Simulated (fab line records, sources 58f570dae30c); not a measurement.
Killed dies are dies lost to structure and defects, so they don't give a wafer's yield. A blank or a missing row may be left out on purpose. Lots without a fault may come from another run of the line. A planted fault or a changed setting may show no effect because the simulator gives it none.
A struck lot beside a sound one | flow berkeley_cmos170 | 15 steps out of a route of 331
Sound: wafers L372.3, L372.4, L372.6. Struck: wafers L386.2, L386.4, L386.5. The cause comes at the end.
At each step with rows: each side's tool, then ch and its chambers, then its first start. Under that, the readings that differ: sound wafers | struck wafers | difference of the means | sigmas: that difference in standard deviations of wafers without a fault.
alike: readings whose means differ by less than 2 such deviations, and words and numbers that are the same on both sides. not compared: withheld readings, readings that some wafer has no value for, bounds like >300 that may hide the same value, and numbers for which the record gives no deviation and whose values overlap.
The two part at a step that has a row with sigmas, a row that says differs or no value, or rows on one side only. Numbers that don't overlap but have no deviation are shown without sigmas and don't part them. A reading that every wafer of one side lacks parts them only if that side has two wafers or more.

first, 1 step without rows for these wafers: UCB170_CONTACT_CLEAN_20 (cleans in SPM, time 600 s).
UCB170_M1_SPUTTER_00: material Al, target thk 600 nm, time 80 s.
  sound on pvd_sputter-04, day 8 05:07; struck on pvd_sputter-04, day 10 23:12
  alike: throttle_valve_pct
UCB170_M1_RS_MEAS_01: measures by four-point-probe.
  sound on film_metro-04, day 8 05:13; struck on film_metro-03, day 10 23:17
  alike: M1_AL_RS
UCB170_M1_THK_MEAS_02: measures by xrf.
  sound on film_metro-04, day 8 05:19; struck on film_metro-03, day 10 23:23
  alike: M1_AL_THK
then, 6 steps without rows for these wafers: UCB170_M1_COAT_03; UCB170_M1_COAT_04 (resist thk 900 nm); UCB170_M1_SOFTBAKE_05 (time 60 s); UCB170_M1_EXPOSE_06 (exposes mask METAL1, target cd 700 nm); UCB170_M1_PEB_07; UCB170_M1_DEVELOP_08 (develop time 45 s).
UCB170_M1_CD_MEAS_09: target cd 700 nm.
  sound on cd_sem-01, day 8 06:22; struck on cd_sem-02, day 11 00:46
  alike: cd_nm
UCB170_M1_OVL_MEAS_10:
  sound on overlay-02, day 8 06:28; struck on overlay-02, day 11 00:53
  alike: M1_OVL
UCB170_M1_ETCH_11: etches BARC in N2/H2.
  sound on rie_diel-01 ch 0,1, day 8 06:29; struck on rie_diel-03 ch 0,2,3, day 11 00:55
  reading                        | sound                | struck               | difference | sigmas
  chamber_pressure_mTorr (mTorr) | 30.017 30.001 29.996 | 36.024 36.003 35.996 | +6.003     | +99 or more
  alike: drypump_motor_current_A, oes_product_au, throttle_valve_pct
UCB170_M1_METAL_ETCH_12: etches Al in Cl2/BCl3, stops on PSG, target depth 780 nm, time 130 s.
  sound on rie_metal-03 ch 0,1, day 8 06:34; struck on rie_metal-04 ch 0,1, day 11 00:57
  alike: chamber_pressure_mTorr, drypump_motor_current_A, oes_product_au, throttle_valve_pct
  not compared: rf_hours_counter_h
UCB170_M3_PROBE_99:
  the record has rows for the struck wafers here (prober-02, day 11 17:28) and none for the sound ones

WHERE THEY PART
First at UCB170_M1_ETCH_11; last, within this record, at UCB170_M3_PROBE_99.

WHY: what the simulator had put in
Process parameter drift: rie_diel-03, from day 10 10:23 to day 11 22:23, at UCB170_M1_ETCH_11. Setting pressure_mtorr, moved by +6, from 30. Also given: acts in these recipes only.
